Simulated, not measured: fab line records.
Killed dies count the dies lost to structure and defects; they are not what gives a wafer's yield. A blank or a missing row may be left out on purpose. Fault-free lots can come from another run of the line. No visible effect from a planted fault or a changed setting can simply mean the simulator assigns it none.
Which tool was responsible? ; flow berkeleyCmos170 ; 14 lots, 42 wafers sampled, at 3 steps of a route of 331

WHAT THE GAUGES SHOWED, per wafer
UCB170_SACOX_THK_MEAS_02. Usual: SACOX_OXIDE_THK 14.42 nm, standard deviation 0.29.
lot;measured;on;SACOX_OXIDE_THK (nm);flag
L257;day 5 04:37;filmMetro-01;14.12 13.82 14.02;
L258;day 5 14:07;filmMetro-01;14.44 14.45 14.14;
L260;day 5 17:21;filmMetro-01;14.41 14.33 14.39;
L261;day 6 00:42;filmMetro-02;14.74 14.67 14.45;
L262;day 6 00:43;filmMetro-03;14.37 14.42 14.63;
L264;day 6 09:08;filmMetro-02;14.96 14.77 14.87;
L266;day 7 01:51;filmMetro-03;14.01 13.86 14.01;
L268;day 7 09:34;filmMetro-01;14.50 14.47 14.62;
L274;day 8 22:49;filmMetro-02;14.41 14.37 14.50;
L272;day 8 22:50;filmMetro-03;14.27 14.26 14.40;
L277;day 9 00:30;filmMetro-03;14.17 14.09 14.48;
L275;day 9 00:31;filmMetro-02;14.35 14.24 14.51;
L279;day 9 07:37;filmMetro-01;14.52 14.67 14.68;
L280;day 9 16:59;filmMetro-03;15.15 14.87 15.04;

UCB170_GATE_CD_MEAS_90 targets a cd of 350 nm. Usual: cdNm reads 350.2 nm (standard deviation 1.7).
lot;measured;on;cdNm (nm);flag
L257;day 6 11:07;cdSem-02;351.9 352.6 352.7;
L258;day 6 13:58;cdSem-01;350.8 350.1 350.2;
L260;day 6 16:52;cdSem-01;350.5 348.6 350.0;
L261;day 7 03:27;cdSem-02;350.7 349.1 348.6;
L262;day 7 01:41;cdSem-02;350.2 350.2 350.1;
L264;day 7 07:06;cdSem-01;350.2 350.0 350.3;
L266;day 8 02:47;cdSem-01;351.0 352.3 351.7;
L268;day 8 07:04;cdSem-01;348.6 348.2 349.7;
L274;day 9 22:08;cdSem-02;346.9 346.5 346.2;
L272;day 9 22:39;cdSem-01;347.9 349.8 350.8;
L277;day 9 22:14;cdSem-01;352.8 352.5 354.1;
L275;day 9 22:27;cdSem-02;348.7 349.2 351.7;
L279;day 10 05:13;cdSem-02;349.0 347.3 348.1;
L280;day 10 14:05;cdSem-01;348.6 350.9 348.6;

UCB170_PSD_TW_MEAS_10. Usual: PSD_TW 2343, standard deviation 14.
lot;measured;on;PSD_TW;flag
L257;day 6 22:49;filmMetro-04;2347 2351 2355;
L258;day 6 23:04;filmMetro-04;2352 2349 2345;
L260;day 7 03:16;filmMetro-02;2331 2338 2326;
L261;day 7 11:19;filmMetro-04;2356 2360 2347;
L262;day 7 11:10;filmMetro-03;2311 2318 2313;
L264;day 7 19:47;filmMetro-03;2313 2307 2330;
L266;day 8 13:57;filmMetro-03;2328 2334 2329;
L268;day 8 18:27;filmMetro-02;2354 2354 2339;
L274;day 10 07:37;filmMetro-04;2359 2357 2355;
L272;day 10 11:28;filmMetro-04;2365 2349 2344;
L277;day 10 11:16;filmMetro-03;2342 2336 2335;
L275;day 10 11:38;filmMetro-04;2345 2338 2340;
L279;day 10 15:28;filmMetro-02;2342 2357 2339;
L280;day 11 01:14;filmMetro-04;2354 2351 2356;

TOOL THAT RAN EACH LOT (tool first, then ch and the chambers of the sampled wafers, then the start)
The record shows no process step preceding these readings.

AS READ BY THE TOOLS THEMSELVES (means over the sampled wafers that have a number; for cases with no such wafer, the mark the record gives instead)
The record holds no such reading with a usual standard deviation.

THE ANSWER, worked out from the rows above alone
Rule: take the mean of a lot's wafers that have a number; if it is more than 3 standard deviations from the usual mean, the lot is off. A lot without any number at a reading at which 4 lots or more have one is off too. All remaining lots with rows at the step are treated as sound. The gauges are gone through in route order, then the tools' own readings, and for those a lot's mean is taken as printed above. At the first step where some lot is off, the reading lying furthest off is the one used; lots without a number count as furthest.
No lot is off on any of the readings shown, so nothing can be concluded from this.

WHAT THE SIMULATOR HAD INSERTED
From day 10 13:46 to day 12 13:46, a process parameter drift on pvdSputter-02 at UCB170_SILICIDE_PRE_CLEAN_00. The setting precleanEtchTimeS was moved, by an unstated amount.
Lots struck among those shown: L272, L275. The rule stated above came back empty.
